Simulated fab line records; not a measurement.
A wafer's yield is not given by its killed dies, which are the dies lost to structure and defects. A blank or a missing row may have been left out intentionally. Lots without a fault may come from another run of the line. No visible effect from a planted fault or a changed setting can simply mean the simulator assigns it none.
Commonality check across tools / flow rit_cmos / 14 lots and 48 wafers in the sample

REASON IT WAS OPENED
RIT_PSD_TW_MEAS_10, reading PSD_TW: flagged on 2 of 14 lots. Wafers without a fault read 3447, standard deviation 19.
Rule: a lot is flagged when every wafer of it that has a number lies more than 4 standard deviations from that mean, or none has a number. The other lots count as sound.

lot=L764; measured=day 3 08:59; on=film_metro-02; PSD_TW, wafer by wafer=3464 3444 3453; flag=
lot=L765; measured=day 3 14:29; on=film_metro-02; PSD_TW, wafer by wafer=3440 3451 3454; flag=
lot=L766; measured=day 3 18:16; on=film_metro-02; PSD_TW, wafer by wafer=3434 3432 3450; flag=
lot=L767; measured=day 3 18:29; on=film_metro-03; PSD_TW, wafer by wafer=3502 3517 3501; flag=
lot=L768; measured=day 4 05:40; on=film_metro-02; PSD_TW, wafer by wafer=3432 3433 3415; flag=
lot=L775; measured=day 5 15:10; on=film_metro-02; PSD_TW, wafer by wafer=3617 3594 3603 3620 3642 3601; flag=FLAGGED
lot=L776; measured=day 5 18:21; on=film_metro-04; PSD_TW, wafer by wafer=3580 3590 3576 3599 3590 3599; flag=FLAGGED
lot=L777; measured=day 5 21:22; on=film_metro-04; PSD_TW, wafer by wafer=3433 3438 3440; flag=
lot=L778; measured=day 6 04:27; on=film_metro-02; PSD_TW, wafer by wafer=3470 3445 3447; flag=
lot=L780; measured=day 6 15:22; on=film_metro-02; PSD_TW, wafer by wafer=3453 3453 3468; flag=
lot=L782; measured=day 7 00:04; on=film_metro-02; PSD_TW, wafer by wafer=3464 3470 3464; flag=
lot=L783; measured=day 7 06:47; on=film_metro-02; PSD_TW, wafer by wafer=3431 3440 3435; flag=
lot=L785; measured=day 7 13:42; on=film_metro-03; PSD_TW, wafer by wafer=3430 3445 3442; flag=
lot=L787; measured=day 8 01:19; on=film_metro-03; PSD_TW, wafer by wafer=3449 3428 3453; flag=
Average over the flagged lots: 3601; offset from the usual +154, equal to +8 standard deviations.

WHICH TOOL RAN EACH LOT
The record holds 1 process step before the reading, out of a route of 202 steps. Each cell gives the tool, then ch followed by the chambers the sampled wafers passed through, then the start.
lot=L764; flag=; RIT_PSD_IMPLANT_08=implanter-02 ch 0, day 3 08:42
lot=L765; flag=; RIT_PSD_IMPLANT_08=implanter-03 ch 0, day 3 14:10
lot=L766; flag=; RIT_PSD_IMPLANT_08=implanter-03 ch 0, day 3 17:56
lot=L767; flag=; RIT_PSD_IMPLANT_08=implanter-04 ch 0, day 3 18:11
lot=L768; flag=; RIT_PSD_IMPLANT_08=implanter-03 ch 0, day 4 05:20
lot=L775; flag=FLAGGED; RIT_PSD_IMPLANT_08=implanter-03 ch 0, day 5 14:52
lot=L776; flag=FLAGGED; RIT_PSD_IMPLANT_08=implanter-03 ch 0, day 5 18:02
lot=L777; flag=; RIT_PSD_IMPLANT_08=implanter-02 ch 0, day 5 21:02
lot=L778; flag=; RIT_PSD_IMPLANT_08=implanter-04 ch 0, day 6 04:09
lot=L780; flag=; RIT_PSD_IMPLANT_08=implanter-04 ch 0, day 6 15:03
lot=L782; flag=; RIT_PSD_IMPLANT_08=implanter-04 ch 0, day 6 23:46
lot=L783; flag=; RIT_PSD_IMPLANT_08=implanter-04 ch 0, day 7 06:29
lot=L785; flag=; RIT_PSD_IMPLANT_08=implanter-04 ch 0, day 7 13:23
lot=L787; flag=; RIT_PSD_IMPLANT_08=implanter-02 ch 0, day 8 01:00
What these steps do:
- RIT_PSD_IMPLANT_08
- RIT_PSD_TW_MEAS_10

FLAGGED OVER TOTAL, TOOL BY TOOL (the gauges that took the reading come last)
step=RIT_PSD_IMPLANT_08; tool=implanter-02; lots run=3; flagged=0; share of the flagged lots=none; sound lots run after its first flagged lot=-
step=RIT_PSD_IMPLANT_08; tool=implanter-03; lots run=5; flagged=2; share of the flagged lots=all; sound lots run after its first flagged lot=0
step=RIT_PSD_IMPLANT_08; tool=implanter-04; lots run=6; flagged=0; share of the flagged lots=none; sound lots run after its first flagged lot=-
step=RIT_PSD_TW_MEAS_10; tool=film_metro-02; lots run=9; flagged=1; share of the flagged lots=some; sound lots run after its first flagged lot=4 (L778,L780,L782,L783)
step=RIT_PSD_TW_MEAS_10; tool=film_metro-03; lots run=3; flagged=0; share of the flagged lots=none; sound lots run after its first flagged lot=-
step=RIT_PSD_TW_MEAS_10; tool=film_metro-04; lots run=2; flagged=1; share of the flagged lots=some; sound lots run after its first flagged lot=1 (L777)

WHAT THE TABLE PERMITS
All flagged lots share 1 row of the table, namely implanter-03 at RIT_PSD_IMPLANT_08.
- implanter-03 at RIT_PSD_IMPLANT_08: 2 of its 5 lots flagged. Last sound lot L768 at day 4 05:20, first flagged lot L775 at day 5 14:52; a fault beginning in between fits. Its own readings lie more than 4 standard deviations out on every wafer of the flagged lots: beam_on_s, dose_ions_cm2.
What remains is a single tool, implanter-03 at RIT_PSD_IMPLANT_08.

WHAT THE SIMULATOR PUT IN
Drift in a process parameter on implanter-03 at RIT_PSD_IMPLANT_08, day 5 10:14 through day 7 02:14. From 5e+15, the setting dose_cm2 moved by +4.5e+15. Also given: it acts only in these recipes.
Lots struck among those shown: L775, L776. The rule given above showed the same thing.
